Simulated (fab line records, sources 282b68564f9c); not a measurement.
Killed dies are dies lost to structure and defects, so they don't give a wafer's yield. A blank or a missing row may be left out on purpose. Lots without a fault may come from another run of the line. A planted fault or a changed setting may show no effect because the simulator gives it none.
Which tool did it? | flow rit_cmos | 14 lots, 42 wafers sampled, at 4 steps of a route of 202

WHAT THE GAUGES READ, wafer by wafer
RIT_NLDD_OVL_MEAS_06.
lot  | measured    | on         | NLDD_OVL (nm)
L482 | day 3 04:25 | overlay-01 | -0.1 1.0 0.0
L483 | day 3 09:55 | overlay-01 | 1.7 3.0 1.8
L484 | day 3 15:10 | overlay-01 | -1.0 0.2 0.1
L485 | day 3 17:43 | overlay-01 | -1.2 0.1 -1.7
L486 | day 3 23:07 | overlay-01 | -1.3 -0.8 -0.7
L487 | day 4 05:08 | overlay-02 | 0.7 0.1 0.2
L488 | day 4 16:04 | overlay-02 | 0.1 -0.7 1.2
L490 | day 4 20:50 | overlay-02 | -0.1 0.8 -0.7
L492 | day 5 07:32 | overlay-01 | -0.1 0.2 -0.7
L494 | day 5 15:28 | overlay-01 | 4.1 3.4 2.6
L495 | day 5 20:46 | overlay-01 | 0.4 0.3 -1.1
L497 | day 6 06:37 | overlay-02 | 0.0 0.1 -0.7
L498 | day 6 11:15 | overlay-02 | -0.7 -1.8 -0.1
L500 | day 6 22:22 | overlay-01 | 2.5 -0.3 1.0

RIT_CONTACT_CD_MEAS_90: target cd 1000 nm.
lot  | measured    | on        | cd_nm (nm)
L482 | day 3 16:26 | cd_sem-01 | 1001.1 999.1 999.8
L483 | day 3 20:41 | cd_sem-01 | 997.9 999.7 999.9
L484 | day 4 02:04 | cd_sem-01 | 1002.7 1003.8 1003.9
L485 | day 4 04:30 | cd_sem-01 | 1005.0 1001.9 1004.7
L486 | day 4 09:53 | cd_sem-01 | 1000.9 1001.8 1002.0
L487 | day 4 16:19 | cd_sem-02 | 1003.2 999.6 1001.7
L488 | day 5 02:51 | cd_sem-02 | 1000.6 1002.7 1000.0
L490 | day 5 08:06 | cd_sem-02 | 999.7 1000.9 1001.6
L492 | day 5 18:52 | cd_sem-02 | 999.2 998.7 999.1
L494 | day 6 02:39 | cd_sem-02 | 1000.7 997.1 998.5
L495 | day 6 07:38 | cd_sem-02 | 999.1 1000.3 998.9
L497 | day 6 17:34 | cd_sem-02 | 1001.1 1002.0 1001.9
L498 | day 6 22:25 | cd_sem-01 | 998.9 999.0 997.3
L500 | day 7 09:00 | cd_sem-02 | 999.2 1001.5 1000.4

WHICH TOOL RAN EACH LOT (tool, then ch and the chambers of the sampled wafers, then the start)
lot  | RIT_ACTIVE_STRIP_14                 | RIT_SILICIDE_RTA_04
L482 | plasma_asher-01 ch 0,1, day 1 19:58 | rtp_anneal-02 ch 0, day 3 14:19
L483 | plasma_asher-02 ch 0, day 2 00:52   | rtp_anneal-02 ch 0, day 3 18:38
L484 | plasma_asher-04 ch 0, day 2 05:50   | rtp_anneal-02 ch 0, day 4 00:01
L485 | plasma_asher-04 ch 0,1, day 2 12:04 | rtp_anneal-01 ch 0, day 4 02:35
L486 | plasma_asher-01 ch 0, day 2 17:22   | rtp_anneal-02 ch 0, day 4 07:50
L487 | plasma_asher-04 ch 0,1, day 2 21:15 | rtp_anneal-01 ch 0, day 4 14:23
L488 | plasma_asher-04 ch 0,1, day 3 03:01 | rtp_anneal-02 ch 0, day 5 00:46
L490 | plasma_asher-01 ch 0,1, day 3 13:52 | rtp_anneal-02 ch 0, day 5 06:07
L492 | plasma_asher-01 ch 0, day 3 21:58   | rtp_anneal-02 ch 0, day 5 16:44
L494 | plasma_asher-02 ch 0,1, day 4 10:08 | rtp_anneal-02 ch 0, day 6 00:35
L495 | plasma_asher-01 ch 0,1, day 4 13:24 | rtp_anneal-01 ch 0, day 6 05:34
L497 | plasma_asher-01 ch 0,1, day 5 01:53 | rtp_anneal-01 ch 0, day 6 15:31
L498 | plasma_asher-04 ch 0,1, day 5 04:36 | rtp_anneal-02 ch 0, day 6 20:17
L500 | plasma_asher-01 ch 0,1, day 5 14:07 | rtp_anneal-02 ch 0, day 7 07:04
- RIT_ACTIVE_STRIP_14: strips in O2, time 180 s.
- RIT_SILICIDE_RTA_04: time 10 s, ramp up 5 s, ramp down 5 s.

WHAT THE TOOLS THEMSELVES READ (means of the sampled wafers that have a number; where no wafer has one, the mark that the record gives instead)
RIT_ACTIVE_STRIP_14.
lot  | tool            | drypump_motor_current_A (A)
L482 | plasma_asher-01 | 5.6
L483 | plasma_asher-02 | 5.6
L484 | plasma_asher-04 | 5.5
L485 | plasma_asher-04 | 6.2
L486 | plasma_asher-01 | 5.9
L487 | plasma_asher-04 | 5.8
L488 | plasma_asher-04 | 5.8
L490 | plasma_asher-01 | 5.7
L492 | plasma_asher-01 | 5.9
L494 | plasma_asher-02 | 5.6
L495 | plasma_asher-01 | 5.6
L497 | plasma_asher-01 | 5.6
L498 | plasma_asher-04 | 5.8
L500 | plasma_asher-01 | 5.6

RIT_SILICIDE_RTA_04.
lot  | tool          | chamber_o2_ppm | wafer_temp_C_max
L482 | rtp_anneal-02 | 2.019          | 652.3
L483 | rtp_anneal-02 | 1.995          | 652.5
L484 | rtp_anneal-02 | 1.993          | 652.9
L485 | rtp_anneal-01 | 1.958          | 652.2
L486 | rtp_anneal-02 | 2.016          | 652.5
L487 | rtp_anneal-01 | 1.994          | 651.8
L488 | rtp_anneal-02 | 1.981          | 652.4
L490 | rtp_anneal-02 | 2.019          | 652.2
L492 | rtp_anneal-02 | 1.986          | 652.0
L494 | rtp_anneal-02 | 2.015          | 653.3
L495 | rtp_anneal-01 | 1.992          | 651.8
L497 | rtp_anneal-01 | 1.996          | 652.0
L498 | rtp_anneal-02 | 1.975          | 722.6
L500 | rtp_anneal-02 | 1.978          | 722.5

THE ANSWER, worked out from the rows above alone
Rule: what is usual is taken from the lots themselves. Put in order of their means at a reading, lots are off if they are a third of the lots or fewer, leave a main group of 4 or more, and stand apart from it by a gap of 3 or more times the standard deviation of the main group's means; of several such gaps the widest counts. A main group whose means are all the same, to the digits that the tables above print for the reading, isn't used. A lot without any number at a reading at which 4 lots or more have one is off too. The other lots that the step has rows for count as sound. The gauges are gone through in route order, then the tools' own readings, and for those a lot's mean is taken as printed above. The first step at which some lot is off is used, and at that step the reading that is off furthest; a lot without a number counts as furthest.
Off: L498, L500, at RIT_SILICIDE_RTA_04 (wafer_temp_C_max). The main group: mean 652.3, standard deviation 0.42.
A tool fits if, at that step or a process step before it, it ran every lot that is off, and no sound lot after the first of them. One fits: rtp_anneal-02 at RIT_SILICIDE_RTA_04. Its last sound lot is L494 (day 6 00:35), its first lot that is off L498 (day 6 20:17): a fault that began between those two fits.
The tool's own readings at RIT_SILICIDE_RTA_04 bear it out: on the lots that are off they differ by more than 5 times the standard deviation of the sound lots' means. wafer_temp_C_max reads 722.5 there against 652.3 on the sound lots.

WHAT THE SIMULATOR HAD PUT IN
Process parameter drift: rtp_anneal-02, from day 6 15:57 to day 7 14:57, at RIT_SILICIDE_RTA_04. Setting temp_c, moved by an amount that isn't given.
Lots struck among those shown: L498, L500. The rule above found the same.
